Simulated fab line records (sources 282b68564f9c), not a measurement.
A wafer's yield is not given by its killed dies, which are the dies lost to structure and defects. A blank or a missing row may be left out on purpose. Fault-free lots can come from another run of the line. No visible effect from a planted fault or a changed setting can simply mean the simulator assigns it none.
fab line records	flow rit_cmos
[record] lots = 7	wafers = 21	last_day = 8
route steps=202 shown ACTIVE@3 M1@202
lots untouched by any fault: they come from a run of this same line in which no faults occurred
start_h: the number of hours between the record's first day and the start of the first shown wafer of the lot	wait_h: how many hours have passed since the lot's step before this one	" repeats the value in the row above	L1.1+2: several wafers, shown together as one row	- no value present, or no start provided	* or withheld: withheld	< > ~ a bound
route shown NAME@n: NAME is a module with steps in the file, n the number in the route of the first one	usual: average and standard deviation across the fault-free wafers	same: alike in all rows	chamber/n: place in a boat	sites: the reading at each site	_std_site: standard deviation across them	_edge_site: the outer-site mean with the inner-site mean subtracted	radius_mm: how far each site lies from the wafer's centre	mask NAME#n: copy n	behind: the last tool/chamber to shape the wafer	hold: cause of the lot's hold/its duration in hours/its outcome	device: transistor that didn't switch, given as n, p or np	end of line: the tests these same wafers got at the end of their route	a step with no rows: only its recipe	killed: not the wafer's yield, but the dies lost to structure and defects at the first sort	map: shows each die of a wafer: x if killed, . if not, _ if none is there
set.NAME: the run value of the setting; set.NAME@STEP: its run value at that earlier step	model.NAME: the simulator's own value behind a step, which no gauge read
lots seen at some steps along the route; tables by step, rows by wafer
services: the hour from which a tool's chamber was out of use, counted from the record's first day as start_h (under 0 if before that day), plus the number of hours and why
[[steps]]
[step RIT_ACTIVE_THK_MEAS_02]
[recipe] reads = SiO2_of_ACTIVE_OXIDATION_01
[usual] ACTIVE_OXIDE_THK = 46.7/0.8
lot.wafer	tool	chamber	start_h	wait_h	ACTIVE_OXIDE_THK[nm]
L996.1	film_metro-04	-	22.18	0.0	46.3
L996.4	"	-	"	"	45.7
L996.5	"	-	"	"	45.5
L999.3	film_metro-04	-	38.76	0.0	47.8
L999.4	"	-	"	"	48.1
L999.6	"	-	"	"	48.8
L100.3	film_metro-03	-	42.11	0.0	47.6
L100.4	"	-	"	"	46.7
L100.5	"	-	"	"	47.6
L101.1	film_metro-01	-	47.37	0.0	45.9
L101.3	"	-	"	"	45.9
L101.4	"	-	"	"	45.7
L107.1	film_metro-04	-	77.89	0.0	46.8
L107.5	"	-	"	"	46.2
L107.6	"	-	"	"	46.0
L112.3	film_metro-01	-	105.47	0.0	45.9
L112.5	"	-	"	"	46.3
L112.6	"	-	"	"	46.3
L117.1	film_metro-01	-	128.71	0.0	46.1
L117.3	"	-	"	"	46.6
L117.5	"	-	"	"	46.1
[step RIT_ACTIVE_CVD_03]
[recipe] material = Si3N4	target_thk_nm = 150	temp_c = 810	precursor = SiH2Cl2/NH3	time_s = 1500	pressure_mtorr = 300	sih2cl2_flow_sccm = 60	nh3_flow_sccm = 150
[step RIT_ACTIVE_THK_MEAS_04]
[recipe] reads = Si3N4_of_ACTIVE_CVD_03
[usual] ACTIVE_NITRIDE_THK = 150.8/1.3
lot.wafer	tool	chamber	start_h	wait_h	ACTIVE_NITRIDE_THK[nm]
L996.1	film_metro-01	-	23.66	0.0	149.6
L996.4	"	-	"	"	149.6
L996.5	"	-	"	"	150.6
L999.3	film_metro-01	-	40.23	0.0	151.1
L999.4	"	-	"	"	149.8
L999.6	"	-	"	"	150.5
L100.3	film_metro-03	-	44.63	0.0	149.3
L100.4	"	-	"	"	149.1
L100.5	"	-	"	"	149.6
L101.1	film_metro-04	-	49.55	0.0	151.1
L101.3	"	-	"	"	150.8
L101.4	"	-	"	"	149.3
L107.1	film_metro-01	-	79.37	0.0	150.9
L107.5	"	-	"	"	149.8
L107.6	"	-	"	"	149.5
L112.3	film_metro-01	-	106.94	0.0	149.6
L112.5	"	-	"	"	152.0
L112.6	"	-	"	"	151.5
L117.1	film_metro-03	-	130.49	0.0	150.8
L117.3	"	-	"	"	149.6
L117.5	"	-	"	"	149.9
[step RIT_ACTIVE_HMDS_05]
[recipe] prime_time_s = 60	prime_temp_c = 140
[step RIT_ACTIVE_COAT_06]
[recipe] resist = NOVOLAK	spin_rpm = 3250	resist_thk_nm = 1000
[step RIT_ACTIVE_SOFTBAKE_07]
[recipe] resist = NOVOLAK	temp_c = 90	time_s = 60
[step RIT_ACTIVE_EXPOSE_08]
[recipe] mask_id = M1	na = 0.6	source_shape = conventional	sigma_outer = 0.6	target_cd_nm = 1400	dose_mj = 225
[step RIT_ACTIVE_PEB_09]
[recipe] resist = NOVOLAK	temp_c = withheld	time_s = withheld
[step RIT_ACTIVE_DEVELOP_10]
[recipe] resist = NOVOLAK	develop_time_s = 50	dev_temp_c = 23
[step RIT_ACTIVE_CD_MEAS_11]
[recipe] target_cd_nm = 1400
[usual] cd_nm = 1399.6/2.7
lot.wafer	tool	chamber	start_h	wait_h	cd_nm
L996.1	cd_sem-02	-	24.69	-	1399.0
L996.4	"	-	"	"	1397.9
L996.5	"	-	"	"	1396.8
L999.3	cd_sem-01	-	41.29	-	1399.1
L999.4	"	-	"	"	1398.4
L999.6	"	-	"	"	1398.2
L100.3	cd_sem-02	-	45.56	-	1400.8
L100.4	"	-	"	"	1400.6
L100.5	"	-	"	"	1401.3
L101.1	cd_sem-02	-	50.59	-	1398.0
L101.3	"	-	"	"	1398.4
L101.4	"	-	"	"	1396.2
L107.1	cd_sem-01	-	80.28	-	1400.8
L107.5	"	-	"	"	1401.7
L107.6	"	-	"	"	1399.9
L112.3	cd_sem-01	-	108.00	-	1400.8
L112.5	"	-	"	"	1401.6
L112.6	"	-	"	"	1401.3
L117.1	cd_sem-01	-	131.40	-	1399.8
L117.3	"	-	"	"	1401.2
L117.5	"	-	"	"	1401.2
[step RIT_ACTIVE_HARDBAKE_12]
[recipe] resist = NOVOLAK	temp_c = 140	time_s = 60
[step RIT_ACTIVE_ETCH_13]
[recipe] stop_on = SiO2	chemistry = SF6	target = Si3N4	time_s = 210	over_etch_frac = 0.4	SF6_flow_sccm = 200	pressure_mtorr = 260	rf_w = 125	target_depth_a = 2100
[usual] drypump_motor_current_A = 5.7/0.37	oes_product_au = 0.822/0.014	throttle_valve_pct = 7.52/0.11
lot.wafer	tool	chamber	start_h	wait_h	drypump_motor_current_A	oes_product_au	rf_hours_counter_h	throttle_valve_pct
L996.1	rie_diel-01	0	24.96	0.1	6.1	0.812	45	7.39
L996.4	"	1	"	"	5.8	0.817	1	7.41
L996.5	"	0	"	"	6.1	0.820	-	7.39
L999.3	rie_diel-01	1	41.52	0.1	5.8	0.821	2	7.41
L999.4	"	3	"	"	5.3	0.820	111	7.55
L999.6	"	2	"	"	6.0	0.795	-	7.63
L100.3	rie_diel-04	0	45.79	0.1	5.2	0.840	16	7.54
L100.4	"	3	"	"	5.7	0.817	27	7.65
L100.5	"	3	"	"	5.8	0.823	-	7.64
L101.1	rie_diel-04	0	50.86	0.1	5.2	0.835	16	7.53
L101.3	"	3	"	"	5.8	0.827	27	7.65
L101.4	"	2	"	"	5.9	0.812	1	7.60
L107.1	rie_diel-04	2	80.55	0.1	5.9	0.807	1	7.61
L107.5	"	1	"	"	6.0	0.831	-	7.63
L107.6	"	0	"	"	5.1	0.833	-	7.55
L112.3	rie_diel-03	1	108.23	0.1	6.2	0.830	20	7.54
L112.5	"	1	"	"	6.3	0.838	-	7.53
L112.6	"	2	"	"	5.6	0.813	-	7.39
L117.1	rie_diel-01	0	131.67	0.1	6.1	0.815	47	7.41
L117.3	"	1	"	"	5.8	0.819	4	7.41
L117.5	"	0	"	"	6.1	0.814	-	7.37
[step RIT_ACTIVE_STRIP_14]
[recipe] chemistry = O2	time_s = 180	resist = NOVOLAK	platen_temp_c = withheld	power_w = 500	pressure_mtorr = 4000	o2_flow_sccm = 4000
[usual] chamber_pressure_mTorr = 4000/3.9	drypump_motor_current_A = 5.8/0.51	o2_flow_sccm = 4000/10
lot.wafer	tool	chamber	start_h	wait_h	chamber_pressure_mTorr	drypump_motor_current_A	o2_flow_sccm	rf_hours_counter_h	model.NOVOLAK_of_ACTIVE_COAT_06.thk_nm
L996.1	plasma_asher-04	1	25.10	0.1	3996	5.9	4003	41	0
L996.4	"	1	"	"	4003	5.9	4017	-	0
L996.5	"	1	"	"	4005	5.9	4000	-	0
L999.3	plasma_asher-02	0	41.71	0.1	-	-	-	-	654.3
L999.4	"	1	"	"	-	-	-	-	668.1
L999.6	"	1	"	"	-	-	-	-	651.9
L100.3	plasma_asher-04	0	45.98	0.1	-	-	-	-	649.6
L100.4	"	1	"	"	-	-	-	-	656.8
L100.5	"	1	"	"	-	-	-	-	655.3
L101.1	plasma_asher-02	0	50.99	0.1	-	-	-	-	654.7
L101.3	"	0	"	"	-	-	-	-	665.8
L101.4	"	1	"	"	-	-	-	-	654.9
L107.1	plasma_asher-01	1	80.68	0.1	4001	4.9	3984	36	0
L107.5	"	1	"	"	4005	4.9	3975	-	0
L107.6	"	0	"	"	4000	5.3	4022	-	0
L112.3	plasma_asher-04	1	108.42	0.1	4001	5.9	4001	-	0
L112.5	"	0	"	"	3999	5.3	4003	-	0
L112.6	"	1	"	"	3995	5.9	3987	-	0
L117.1	plasma_asher-02	1	131.81	0.1	3995	5.9	4004	1	0
L117.3	"	0	"	"	3998	6.5	3993	-	0
L117.5	"	1	"	"	3993	5.9	4023	-	0
[step RIT_ACTIVE_CD_MEAS_90]
[recipe] target_cd_nm = 1400
[usual] cd_nm = 1399.8/2.7
lot.wafer	tool	chamber	start_h	wait_h	cd_nm
L996.1	cd_sem-02	-	25.27	0.1	1398.8
L996.4	"	-	"	"	1397.9
L996.5	"	-	"	"	1397.2
L999.3	cd_sem-01	-	41.87	0.1	1399.2
L999.4	"	-	"	"	1398.3
L999.6	"	-	"	"	1398.0
L100.3	cd_sem-02	-	46.14	0.1	1401.1
L100.4	"	-	"	"	1400.8
L100.5	"	-	"	"	1401.9
L101.1	cd_sem-01	-	51.17	0.1	1398.0
L101.3	"	-	"	"	1398.2
L101.4	"	-	"	"	1396.5
L107.1	cd_sem-01	-	80.85	0.1	1400.5
L107.5	"	-	"	"	1401.4
L107.6	"	-	"	"	1400.3
L112.3	cd_sem-02	-	108.58	0.1	1401.2
L112.5	"	-	"	"	1402.2
L112.6	"	-	"	"	1402.1
L117.1	cd_sem-02	-	131.98	0.1	1399.9
L117.3	"	-	"	"	1401.3
L117.5	"	-	"	"	1401.8
[step RIT_M1_PROBE_99]
[usual] killed_at_contacts = 0.1/0.27	killed_at_front_end = 7/3.1	killed_dies = 7/3.2	killed_on_rim = 1.8/1.4	killed_open = 3.8/2.1	killed_short = 3.6/2
[same] gross_dies = 264	killed_at_M0_to_M3 = 0	killed_at_M4_up = 0	killed_at_back_side = 0	killed_at_other = 0
lot.wafer	tool	chamber	start_h	wait_h	killed_at_contacts	killed_at_front_end	killed_dies	killed_on_rim	killed_open	killed_short
L996.1	prober-01	-	71.35	0.1	0	5	5	3	3	2
L996.4	prober-01	-	71.50	0.2	0	9	9	0	4	5
L996.5	prober-01	-	71.55	0.2	0	6	6	1	2	4
L999.3	prober-02	-	87.46	0.2	0	264	264	70	4	2
L999.4	prober-02	-	87.51	0.2	0	264	264	70	6	5
L999.6	prober-02	-	87.61	0.2	0	264	264	70	8	6
L100.3	prober-01	-	93.59	0.2	0	264	264	70	2	2
L100.4	prober-01	-	93.64	0.2	0	264	264	70	2	3
L100.5	prober-01	-	93.69	0.2	0	264	264	70	3	2
L101.1	prober-02	-	97.01	0.1	0	264	264	70	4	3
L101.3	prober-02	-	97.11	0.2	0	264	264	70	6	6
L101.4	prober-02	-	97.16	0.2	0	264	264	70	3	5
L107.1	prober-02	-	132.11	0.1	0	8	8	3	2	6
L107.5	prober-02	-	132.31	0.2	1	8	9	3	5	4
L107.6	prober-02	-	132.36	0.2	0	5	5	1	2	3
L112.3	prober-01	-	165.86	0.2	0	5	5	0	3	2
L112.5	prober-01	-	165.96	0.2	0	15	15	0	10	5
L112.6	prober-01	-	166.01	0.2	0	7	7	1	4	3
L117.1	prober-01	-	191.00	0.1	0	11	11	3	7	4
L117.3	prober-01	-	191.10	0.2	0	6	6	3	5	1
L117.5	prober-01	-	191.20	0.2	1	5	6	1	4	2
// killed by level:class
L996.1 GATE:geometric_particle:open=2 FOX2:geometric_particle:short=1 REOX:geometric_particle:short=1 REOX:geometric_particle:open=1
L996.4 GATE:geometric_particle:short=3 FOX1:geometric_particle:open=2 FOX1:geometric_particle:short=1 GATE:geometric_particle:open=1 REOX:geometric_particle:short=1 SILICIDE:geometric_particle:open=1
L996.5 GATE:geometric_particle:short=3 GATE:geometric_particle:open=1 SPACER:geometric_particle:open=1 SILICIDE:geometric_particle:short=1
L999.3 FOX1:area_oxidation=258 SILICIDE:geometric_particle:open=3 REOX:geometric_particle:short=2 FOX2:geometric_particle:open=1
L999.4 FOX1:area_oxidation=253 FOX2:geometric_particle:open=2 GATE:geometric_particle:open=2 REOX:geometric_particle:short=2 FOX2:geometric_particle:short=1 GATE:geometric_particle:short=1 SPACER:geometric_particle:short=1 SPACER:geometric_particle:open=1
L999.6 FOX1:area_oxidation=250 GATE:geometric_particle:short=2 REOX:geometric_particle:short=2 REOX:geometric_particle:open=2 SPACER:geometric_particle:open=2 SILICIDE:geometric_particle:open=2 FOX1:geometric_particle:open=1 FOX2:geometric_particle:open=1
L100.3 FOX1:area_oxidation=260 FOX1:geometric_particle:open=2 GATE:geometric_particle:short=2
L100.4 FOX1:area_oxidation=259 FOX1:geometric_particle:short=2 FOX2:geometric_particle:open=1 REOX:geometric_particle:open=1 REOX:geometric_particle:short=1
L100.5 FOX1:area_oxidation=259 GATE:geometric_particle:open=2 FOX1:geometric_particle:short=1 GATE:geometric_particle:short=1 SPACER:geometric_particle:open=1
L101.1 FOX1:area_oxidation=257 FOX1:geometric_particle:short=2 FOX1:geometric_particle:open=1 FOX2:geometric_particle:open=1 GATE:geometric_particle:open=1 REOX:geometric_particle:open=1 REOX:geometric_particle:short=1
L101.3 FOX1:area_oxidation=252 FOX1:geometric_particle:open=2 SPACER:geometric_particle:open=2 SPACER:geometric_particle:short=2 FOX1:geometric_particle:short=1 GATE:geometric_particle:short=1 REOX:geometric_particle:open=1 REOX:geometric_particle:short=1
L101.4 FOX1:area_oxidation=256 GATE:geometric_particle:short=4 REOX:geometric_particle:open=2 GATE:geometric_particle:open=1 SPACER:geometric_particle:short=1
L107.1 FOX1:geometric_particle:short=2 SPACER:geometric_particle:short=2 GATE:geometric_particle:short=1 REOX:geometric_particle:short=1 REOX:geometric_particle:open=1 SPACER:geometric_particle:open=1
L107.5 FOX1:geometric_particle:short=1 FOX2:geometric_particle:open=1 FOX2:geometric_particle:short=1 GATE:geometric_particle:short=1 REOX:geometric_particle:open=1 SPACER:geometric_particle:open=1 SPACER:geometric_particle:short=1 SILICIDE:geometric_particle:open=1
L107.6 FOX1:geometric_particle:open=2 FOX1:geometric_particle:short=2 GATE:geometric_particle:short=1
L112.3 FOX1:geometric_particle:open=1 GATE:geometric_particle:open=1 REOX:geometric_particle:short=1 SPACER:geometric_particle:short=1 SILICIDE:geometric_particle:open=1
L112.5 GATE:geometric_particle:open=4 GATE:geometric_particle:short=3 REOX:geometric_particle:open=3 FOX1:geometric_particle:short=1 FOX1:geometric_particle:open=1 SPACER:geometric_particle:short=1 SPACER:geometric_particle:open=1 SILICIDE:geometric_particle:open=1
L112.6 GATE:geometric_particle:open=2 FOX1:geometric_particle:short=1 FOX2:geometric_particle:open=1 FOX2:geometric_particle:short=1 SPACER:geometric_particle:open=1 SPACER:geometric_particle:short=1
L117.1 SPACER:geometric_particle:open=3 GATE:geometric_particle:open=2 GATE:geometric_particle:short=2 SPACER:geometric_particle:short=2 REOX:geometric_particle:open=1 SILICIDE:geometric_particle:open=1
L117.3 GATE:geometric_particle:open=3 GATE:geometric_particle:short=1 SPACER:geometric_particle:open=1 SILICIDE:geometric_particle:open=1
L117.5 SPACER:geometric_particle:open=2 GATE:geometric_particle:short=1 REOX:geometric_particle:open=1 SILICIDE:geometric_particle:short=1 CONTACT:geometric_particle:open=1
// map L999.3 (x killed, . not)
________xxxxxxx_______
_____xxxxxxxxxxxxx____
____xxxxxxxxxxxxxxx___
___xxxxxxxxxxxxxxxxx__
__xxxxxxxxxxxxxxxxxxx_
__xxxxxxxxxxxxxxxxxxx_
_xxxxxxxxxxxxxxxxxxxxx
_xxxxxxxxxxxxxxxxxxxxx
_xxxxxxxxxxxxxxxxxxxxx
_xxxxxxxxxxxxxxxxxxxxx
__xxxxxxxxxxxxxxxxxxx_
__xxxxxxxxxxxxxxxxxxx_
___xxxxxxxxxxxxxxxxx__
____xxxxxxxxxxxxxxx___
_____xxxxxxxxxxxxx____
________xxxxxxx_______
// map L100.3 (x killed, . not)
________xxxxxxx_______
_____xxxxxxxxxxxxx____
____xxxxxxxxxxxxxxx___
___xxxxxxxxxxxxxxxxx__
__xxxxxxxxxxxxxxxxxxx_
__xxxxxxxxxxxxxxxxxxx_
_xxxxxxxxxxxxxxxxxxxxx
_xxxxxxxxxxxxxxxxxxxxx
_xxxxxxxxxxxxxxxxxxxxx
_xxxxxxxxxxxxxxxxxxxxx
__xxxxxxxxxxxxxxxxxxx_
__xxxxxxxxxxxxxxxxxxx_
___xxxxxxxxxxxxxxxxx__
____xxxxxxxxxxxxxxx___
_____xxxxxxxxxxxxx____
________xxxxxxx_______
[[services]]
tool	chamber	start_h	hours	kind
rie_diel-04	2	3.36	-	clean
rie_diel-04	2	3.36	21.9	scheduled_down
rie_diel-04	2	3.36	21.9	vent_cycle
rie_diel-03	3	17.00	-	clean
rie_diel-03	3	17.00	-	consumable_replace:esc
rie_diel-03	3	17.00	23.3	scheduled_down
rie_diel-03	3	17.00	23.3	vent_cycle
plasma_asher-01	-	54.84	6.3	repair
rie_diel-04	2	67.37	2.4	repair
plasma_asher-02	-	108.75	9.0	pm
plasma_asher-02	0	108.75	9.0	vent_cycle
plasma_asher-02	1	108.75	9.0	vent_cycle
plasma_asher-02	0	117.75	-	clean
plasma_asher-02	1	117.75	-	clean
rie_diel-03	0	120.68	3.1	repair
[[key]]
[first_sign] step = RIT_ACTIVE_STRIP_14	reading = tool_record	direction = missing
[effect] step = RIT_M1_PROBE_99	reading = killed_at_front_end	direction = up	sigmas = 82	usual = 7	struck = 264
[model_effect] step = RIT_ACTIVE_STRIP_14	value = NOVOLAK_of_ACTIVE_COAT_06.thk_nm	without = 0	struck = 656.8
[more_kills_born_at] RIT_FOX1_OXIDATION_00@furnace-04 = 1539	RIT_FOX1_OXIDATION_00@furnace-01 = 765
met_at RIT_ACTIVE_STRIP_14
struck_wafers L999.3,L999.4,L999.6,L100.3,L100.4,L100.5,L101.1,L101.3,L101.4
later_rows_left_out L999.3,L999.4,L999.6,L100.3,L100.4,L100.5,L101.1,L101.3,L101.4
tester_left_out L999,L100,L101
onset_between 25.10 41.71
[fault] kind = skipped_step_whole	tool = plasma_asher-02,plasma_asher-04	chamber = -	onset_h = 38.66	steps = RIT_ACTIVE_STRIP_14	scope = struck_lots_only
// tester_left_out: of these lots the tester's yield and bins aren't shown, on N5 and GAA mostly nor the transistor test; their killed dies are dies lost to structure and defects alone, not to doping, threshold or leakage, so they don't give the yield
// later_rows_left_out: the simulator's readings of these wafers behind a module that went badly wrong aren't trusted and aren't shown, but for the sort
